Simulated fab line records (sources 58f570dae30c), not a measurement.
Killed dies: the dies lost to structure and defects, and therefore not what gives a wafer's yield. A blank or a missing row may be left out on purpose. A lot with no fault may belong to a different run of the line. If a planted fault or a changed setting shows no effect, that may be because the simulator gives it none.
2 desks looking at one fault | flow berkeleyCmos170 | what lay behind the numbers comes last; until then each desk has only its own

== FOR THE TOOL OWNER'S DESK: implanter-01 ==
The tool's own readings at UCB170_NLDD_IMPLANT_09: means of the sampled wafers that have a number, for each lot that ran on this tool. If a lot's mean is further than 4 standard deviations from the usual mean, the lot is out of limits and carries the mark OUT (the distance appears in the brackets).
Columns: A = doseIonsCm2 at UCB170_NLDD_IMPLANT_09, usual 5e+13; B = rotationDeg at UCB170_NLDD_IMPLANT_09, usual 180.00 degrees
lot  | first seen here | A     | B
L289 | day 8 12:01     | 5e+13 | 180.02
L299 | day 10 21:58    | 5e+13 | 270.00 (+99 or more) OUT
L301 | day 11 04:53    | 5e+13 | 269.95 (+99 or more) OUT
L303 | day 11 12:13    | 5e+13 | 269.96 (+99 or more) OUT
Finding of this desk: L299, L301, L303 out of limits; the first was L299 at day 10 21:58, on rotationDeg at UCB170_NLDD_IMPLANT_09. Within limits: L289.

== AT THE METROLOGY DESK ==
Lot by lot, what the gauges showed, no matter which tool ran the lot: averages of those sampled wafers that carry a number. If a lot's mean is further than 4 standard deviations from the usual mean, the lot is out of limits and carries the mark OUT (the distance appears in the brackets).
Columns: A = PLDD_TW at UCB170_PLDD_TW_MEAS_11, usual 1004; B = cdNm at UCB170_NLDD_CD_MEAS_06, usual 1199.9 nm; C = NLDD_OVL at UCB170_NLDD_OVL_MEAS_07, usual 2 nm
lot  | first seen here | A    | B      | C
L289 | day 8 10:17     | 991  | 1200.4 | -7
L290 | day 8 16:20     | 993  | 1199.6 | -5
L300 | day 10 18:45    | 988  | 1202.4 | 7
L299 | day 10 18:59    | 1003 | 1198.9 | 3
L301 | day 11 02:04    | 1030 | 1198.4 | -4
L303 | day 11 10:40    | 1003 | 1199.4 | 12
L308 | day 12 10:26    | 1003 | 1198.1 | 5
Finding of this desk: none of the 7 lots has anything out of limits.

== BROUGHT TOGETHER ==
The tool owner's desk had the chance to raise an alarm at day 10 21:58 on L299, L301, L303.
The metrology desk saw nothing out of limits.
The metrology desk holds a record of L299, L301, L303, inside its limits.
All the named lots went through UCB170_NLDD_IMPLANT_09 on implanter-01.

== WHAT THE SIMULATOR PUT IN ==
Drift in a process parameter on implanter-01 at UCB170_NLDD_IMPLANT_09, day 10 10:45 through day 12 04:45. Setting rotationDeg, moved by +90, from 180. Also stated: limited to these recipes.
Struck lots among those shown: L299, L301, L303.
Delay in hours, fault start to first out-of-limits reading, by desk: the tool owner's desk at 11.
